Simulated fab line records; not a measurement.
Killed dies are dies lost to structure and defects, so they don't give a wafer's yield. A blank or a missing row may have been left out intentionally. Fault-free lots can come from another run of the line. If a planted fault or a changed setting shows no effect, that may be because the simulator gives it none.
Which of the tools did it? :: flow berkeley cmos170 :: Sampling: 13 lots, 39 wafers, 6 of 331 route steps

WHAT THE GAUGES SHOWED, per wafer
UCB170_PWELL_OVL_MEAS_13. Usual: for PWELL_OVL the level is -1 nm and the standard deviation is 4.6.
lot: L146
measured: day 3 06:19
on: overlay-02
PWELL_OVL (nm): -4 -2 -3
flag: 

lot: L147
measured: day 3 06:48
on: overlay-02
PWELL_OVL (nm): -1 -2 -7
flag: 

lot: L149
measured: day 3 18:03
on: overlay-01
PWELL_OVL (nm): -6 -7 -10
flag: 

lot: L150
measured: day 4 05:49
on: overlay-01
PWELL_OVL (nm): -7 -9 -4
flag: 

lot: L151
measured: day 4 05:55
on: overlay-02
PWELL_OVL (nm): -1 3 3
flag: 

lot: L152
measured: day 4 18:35
on: overlay-01
PWELL_OVL (nm): -5 -5 -2
flag: 

lot: L153
measured: day 4 18:52
on: overlay-02
PWELL_OVL (nm): 2 -6 1
flag: 

lot: L154
measured: day 5 07:02
on: overlay-01
PWELL_OVL (nm): 6 -6 -1
flag: 

lot: L155
measured: day 5 09:14
on: overlay-02
PWELL_OVL (nm): 1 -2 5
flag: 

lot: L156
measured: day 5 09:28
on: overlay-01
PWELL_OVL (nm): -1 -3 1
flag: 

lot: L165
measured: day 6 16:02
on: overlay-02
PWELL_OVL (nm): 11 5 3
flag: 

lot: L164
measured: day 6 16:19
on: overlay-02
PWELL_OVL (nm): -3 7 1
flag: 

lot: L167
measured: day 7 10:23
on: overlay-01
PWELL_OVL (nm): -1 3 2
flag: 

UCB170_PFIELD_OVL_MEAS_06. Usual: for PFIELD_OVL the level is -2 nm and the standard deviation is 4.4.
lot: L146
measured: day 5 01:13
on: overlay-01
PFIELD_OVL (nm): -2 1 -3
flag: 

lot: L147
measured: day 5 01:30
on: overlay-01
PFIELD_OVL (nm): -2 2 -3
flag: 

lot: L149
measured: day 5 05:08
on: overlay-01
PFIELD_OVL (nm): 1 -4 -2
flag: 

lot: L150
measured: day 5 15:29
on: overlay-01
PFIELD_OVL (nm): -3 -3 -2
flag: 

lot: L151
measured: day 5 15:13
on: overlay-02
PFIELD_OVL (nm): -3 -8 -5
flag: 

lot: L152
measured: day 5 22:09
on: overlay-02
PFIELD_OVL (nm): -2 3 -1
flag: 

lot: L153
measured: day 5 22:12
on: overlay-01
PFIELD_OVL (nm): -4 4 3
flag: 

lot: L154
measured: day 6 17:46
on: overlay-02
PFIELD_OVL (nm): - - -
flag: OFF

lot: L155
measured: day 6 18:07
on: overlay-01
PFIELD_OVL (nm): -3 -1 0
flag: 

lot: L156
measured: day 6 19:44
on: overlay-01
PFIELD_OVL (nm): -6 -6 -8
flag: 

lot: L165
measured: day 8 04:49
on: overlay-02
PFIELD_OVL (nm): -1 0 -3
flag: 

lot: L164
measured: day 8 04:05
on: overlay-02
PFIELD_OVL (nm): -12 -5 -3
flag: 

lot: L167
measured: day 8 15:16
on: overlay-01
PFIELD_OVL (nm): 1 -1 -6
flag: 

UCB170_PFIELD_TW_MEAS_09. Usual: for PFIELD_TW the level is 600 and the standard deviation is 4.1.
lot: L146
measured: day 5 01:30
on: film metro-03
PFIELD_TW: 592 595 596
flag: 

lot: L147
measured: day 5 01:47
on: film metro-01
PFIELD_TW: 600 598 601
flag: 

lot: L149
measured: day 5 05:25
on: film metro-01
PFIELD_TW: 603 597 599
flag: 

lot: L150
measured: day 5 15:46
on: film metro-04
PFIELD_TW: 606 599 602
flag: 

lot: L151
measured: day 5 15:30
on: film metro-04
PFIELD_TW: 600 605 604
flag: 

lot: L152
measured: day 5 22:26
on: film metro-04
PFIELD_TW: 600 602 599
flag: 

lot: L153
measured: day 5 22:32
on: film metro-01
PFIELD_TW: 599 598 602
flag: 

lot: L154
measured: day 6 18:03
on: film metro-04
PFIELD_TW: 30 30 30
flag: OFF

lot: L155
measured: day 6 18:25
on: film metro-04
PFIELD_TW: 603 604 605
flag: 

lot: L156
measured: day 6 20:02
on: film metro-04
PFIELD_TW: 604 601 604
flag: 

lot: L165
measured: day 8 05:10
on: film metro-01
PFIELD_TW: 599 599 597
flag: 

lot: L164
measured: day 8 04:22
on: film metro-01
PFIELD_TW: 602 598 598
flag: 

lot: L167
measured: day 8 15:33
on: film metro-03
PFIELD_TW: 597 594 598
flag: 

EACH LOT AND THE TOOL THAT RAN IT (in order: tool; ch and the chambers of the sampled wafers; start)
lot: L146
UCB170_ACTIVE_ETCH_15: rie diel-01 ch 0,1,2, day 4 21:55
UCB170_ACTIVE_STRIP_16: plasma asher-04 ch 0,1, day 4 22:01
UCB170_PFIELD_EXPOSE_03: krf scanner-01 ch 0, day 4 23:52

lot: L147
UCB170_ACTIVE_ETCH_15: rie diel-03 ch 0,2,3, day 4 21:50
UCB170_ACTIVE_STRIP_16: plasma asher-01 ch 0,1, day 4 21:56
UCB170_PFIELD_EXPOSE_03: krf scanner-02 ch 0, day 5 00:12

lot: L149
UCB170_ACTIVE_ETCH_15: rie diel-03 ch 0,2,3, day 5 03:41
UCB170_ACTIVE_STRIP_16: plasma asher-04 ch 0,1, day 5 03:47
UCB170_PFIELD_EXPOSE_03: krf scanner-02 ch 0, day 5 04:41

lot: L150
UCB170_ACTIVE_ETCH_15: rie diel-02 ch 1,2,3, day 5 11:18
UCB170_ACTIVE_STRIP_16: plasma asher-01 ch 0,1, day 5 11:24
UCB170_PFIELD_EXPOSE_03: krf scanner-01 ch 0, day 5 14:44

lot: L151
UCB170_ACTIVE_ETCH_15: rie diel-01 ch 1,2,3, day 5 11:03
UCB170_ACTIVE_STRIP_16: plasma asher-02 ch 0,1, day 5 11:09
UCB170_PFIELD_EXPOSE_03: krf scanner-02 ch 0, day 5 14:29

lot: L152
UCB170_ACTIVE_ETCH_15: rie diel-01 ch 0,3, day 5 18:29
UCB170_ACTIVE_STRIP_16: plasma asher-04 ch 0,1, day 5 18:37
UCB170_PFIELD_EXPOSE_03: krf scanner-01 ch 0, day 5 21:35

lot: L153
UCB170_ACTIVE_ETCH_15: rie diel-03 ch 0,2, day 5 18:43
UCB170_ACTIVE_STRIP_16: plasma asher-02 ch 1, day 5 18:49
UCB170_PFIELD_EXPOSE_03: krf scanner-02 ch 0, day 5 21:48

lot: L154
UCB170_ACTIVE_ETCH_15: rie diel-02 ch 2,3, day 6 12:22
UCB170_ACTIVE_STRIP_16: plasma asher-01 ch 0,1, day 6 12:28
UCB170_PFIELD_EXPOSE_03: krf scanner-02 ch 0, day 6 16:46

lot: L155
UCB170_ACTIVE_ETCH_15: rie diel-03 ch 1,2,3, day 6 13:14
UCB170_ACTIVE_STRIP_16: plasma asher-04 ch 0,1, day 6 13:20
UCB170_PFIELD_EXPOSE_03: krf scanner-01 ch 0, day 6 17:02

lot: L156
UCB170_ACTIVE_ETCH_15: rie diel-03 ch 0,1,3, day 6 16:28
UCB170_ACTIVE_STRIP_16: plasma asher-01 ch 0,1, day 6 16:34
UCB170_PFIELD_EXPOSE_03: krf scanner-02 ch 0, day 6 18:31

lot: L165
UCB170_ACTIVE_ETCH_15: rie diel-01 ch 3, day 8 02:08
UCB170_ACTIVE_STRIP_16: plasma asher-02 ch 0,1, day 8 02:17
UCB170_PFIELD_EXPOSE_03: krf scanner-02 ch 0, day 8 04:09

lot: L164
UCB170_ACTIVE_ETCH_15: rie diel-02 ch 0,1,3, day 8 02:04
UCB170_ACTIVE_STRIP_16: plasma asher-01 ch 0,1, day 8 02:10
UCB170_PFIELD_EXPOSE_03: krf scanner-02 ch 0, day 8 03:29

lot: L167
UCB170_ACTIVE_ETCH_15: rie diel-02 ch 0,2,3, day 8 13:46
UCB170_ACTIVE_STRIP_16: plasma asher-01 ch 0,1, day 8 13:52
UCB170_PFIELD_EXPOSE_03: krf scanner-02 ch 0, day 8 14:52
- UCB170_ACTIVE_ETCH_15: etches Si3N4 in CH3F/Ar/O2, stops on SiO2, target depth 242 nm, time 151 s.
- UCB170_ACTIVE_STRIP_16: strips in O2.
- UCB170_PFIELD_EXPOSE_03: exposes mask PFIELD, target cd 1500 nm.

WHAT THE TOOLS THEMSELVES READ (means of the sampled wafers that have a number; where no wafer has one, the mark that the record gives instead)
UCB170_ACTIVE_ETCH_15. Usual: drypump motor current A 5.7 A, standard deviation 0.57; oes product au 0.945 a.u., standard deviation 0.013; throttle valve pct 8.01 %, standard deviation 0.13.
lot: L146
tool: rie diel-01
drypump motor current A (A): 5.1
oes product au (a.u.): 0.953
throttle valve pct (%): 8.04
flag: 

lot: L147
tool: rie diel-03
drypump motor current A (A): 5.9
oes product au (a.u.): 0.945
throttle valve pct (%): 7.90
flag: 

lot: L149
tool: rie diel-03
drypump motor current A (A): 5.9
oes product au (a.u.): 0.944
throttle valve pct (%): 7.90
flag: 

lot: L150
tool: rie diel-02
drypump motor current A (A): 5.8
oes product au (a.u.): 0.947
throttle valve pct (%): 8.03
flag: 

lot: L151
tool: rie diel-01
drypump motor current A (A): 5.2
oes product au (a.u.): 0.942
throttle valve pct (%): 7.95
flag: 

lot: L152
tool: rie diel-01
drypump motor current A (A): 5.9
oes product au (a.u.): 0.931
throttle valve pct (%): 7.88
flag: 

lot: L153
tool: rie diel-03
drypump motor current A (A): 6.1
oes product au (a.u.): 0.945
throttle valve pct (%): 7.92
flag: 

lot: L154
tool: rie diel-02
drypump motor current A (A): 6.3
oes product au (a.u.): 0.932
throttle valve pct (%): 8.06
flag: 

lot: L155
tool: rie diel-03
drypump motor current A (A): 5.7
oes product au (a.u.): 0.960
throttle valve pct (%): 7.96
flag: 

lot: L156
tool: rie diel-03
drypump motor current A (A): 5.6
oes product au (a.u.): 0.951
throttle valve pct (%): 8.00
flag: 

lot: L165
tool: rie diel-01
drypump motor current A (A): 6.1
oes product au (a.u.): 0.918
throttle valve pct (%): 7.79
flag: 

lot: L164
tool: rie diel-02
drypump motor current A (A): 5.8
oes product au (a.u.): 0.942
throttle valve pct (%): 8.10
flag: 

lot: L167
tool: rie diel-02
drypump motor current A (A): 6.3
oes product au (a.u.): 0.945
throttle valve pct (%): 8.11
flag: 

UCB170_ACTIVE_STRIP_16. Usual: drypump motor current A 5.6 A, standard deviation 0.42; oes product au 0.721 a.u., standard deviation 0.0042; strip time to endpoint s 18.09 s, standard deviation 0.077.
lot: L146
tool: plasma asher-04
drypump motor current A (A): 5.9
oes product au (a.u.): 0.719
strip time to endpoint s (s): 18.02
flag: 

lot: L147
tool: plasma asher-01
drypump motor current A (A): 5.6
oes product au (a.u.): 0.722
strip time to endpoint s (s): 18.07
flag: 

lot: L149
tool: plasma asher-04
drypump motor current A (A): 5.9
oes product au (a.u.): 0.724
strip time to endpoint s (s): 18.16
flag: 

lot: L150
tool: plasma asher-01
drypump motor current A (A): 5.6
oes product au (a.u.): 0.725
strip time to endpoint s (s): 18.07
flag: 

lot: L151
tool: plasma asher-02
drypump motor current A (A): 5.2
oes product au (a.u.): 0.722
strip time to endpoint s (s): 18.03
flag: 

lot: L152
tool: plasma asher-04
drypump motor current A (A): 5.7
oes product au (a.u.): 0.720
strip time to endpoint s (s): 18.24
flag: 

lot: L153
tool: plasma asher-02
drypump motor current A (A): 6.0
oes product au (a.u.): 0.724
strip time to endpoint s (s): 18.12
flag: 

lot: L154
tool: plasma asher-01
drypump motor current A (A): 5.5
oes product au (a.u.): 0.724
strip time to endpoint s (s): 18.08
flag: 

lot: L155
tool: plasma asher-04
drypump motor current A (A): 5.9
oes product au (a.u.): 0.721
strip time to endpoint s (s): 18.06
flag: 

lot: L156
tool: plasma asher-01
drypump motor current A (A): 5.5
oes product au (a.u.): 0.723
strip time to endpoint s (s): 17.97
flag: 

lot: L165
tool: plasma asher-02
drypump motor current A (A): 5.2
oes product au (a.u.): 0.721
strip time to endpoint s (s): 18.18
flag: 

lot: L164
tool: plasma asher-01
drypump motor current A (A): 5.5
oes product au (a.u.): 0.722
strip time to endpoint s (s): 18.15
flag: 

lot: L167
tool: plasma asher-01
drypump motor current A (A): 5.4
oes product au (a.u.): 0.716
strip time to endpoint s (s): 18.08
flag: 

UCB170_PFIELD_EXPOSE_03. Usual: focus offset nm -0.1 nm, standard deviation 0.59.
lot: L146
tool: krf scanner-01
focus offset nm (nm): -0.3
flag: 

lot: L147
tool: krf scanner-02
focus offset nm (nm): -0.7
flag: 

lot: L149
tool: krf scanner-02
focus offset nm (nm): 0.1
flag: 

lot: L150
tool: krf scanner-01
focus offset nm (nm): -0.4
flag: 

lot: L151
tool: krf scanner-02
focus offset nm (nm): 0.1
flag: 

lot: L152
tool: krf scanner-01
focus offset nm (nm): 0.2
flag: 

lot: L153
tool: krf scanner-02
focus offset nm (nm): 0.1
flag: 

lot: L154
tool: krf scanner-02
focus offset nm (nm): -1.0
flag: 

lot: L155
tool: krf scanner-01
focus offset nm (nm): 0.6
flag: 

lot: L156
tool: krf scanner-02
focus offset nm (nm): -0.3
flag: 

lot: L165
tool: krf scanner-02
focus offset nm (nm): -0.4
flag: 

lot: L164
tool: krf scanner-02
focus offset nm (nm): 0.3
flag: 

lot: L167
tool: krf scanner-02
focus offset nm (nm): 0.0
flag: 

THE ANSWER, worked out from the rows above alone
Rule: take the mean of a lot's wafers that have a number; if it is more than 3 standard deviations from the usual mean, the lot is off. Also off: a lot with no number at a reading for which 4 or more lots have one. Where the step has rows for the other lots, those lots are counted as sound. The gauges are gone through in route order, then the tools' own readings, and for those a lot's mean is taken as printed above. At the first step where some lot is off, the reading lying furthest off is the one used; lots without a number count as furthest.
Off: L154, seen at UCB170_PFIELD_OVL_MEAS_06 (PFIELD_OVL). Without a number there: L154.
If a tool, at a process step before that reading, ran all the lots that are off and no sound lot after the first of them, it fits. Not tried: the gauges at UCB170_PFIELD_OVL_MEAS_06; whatever is off there is also off at UCB170_PFIELD_TW_MEAS_09, on other tools, and gauge error can't account for it. No candidate that was tried fits.

WHAT THE SIMULATOR HAD PUT IN
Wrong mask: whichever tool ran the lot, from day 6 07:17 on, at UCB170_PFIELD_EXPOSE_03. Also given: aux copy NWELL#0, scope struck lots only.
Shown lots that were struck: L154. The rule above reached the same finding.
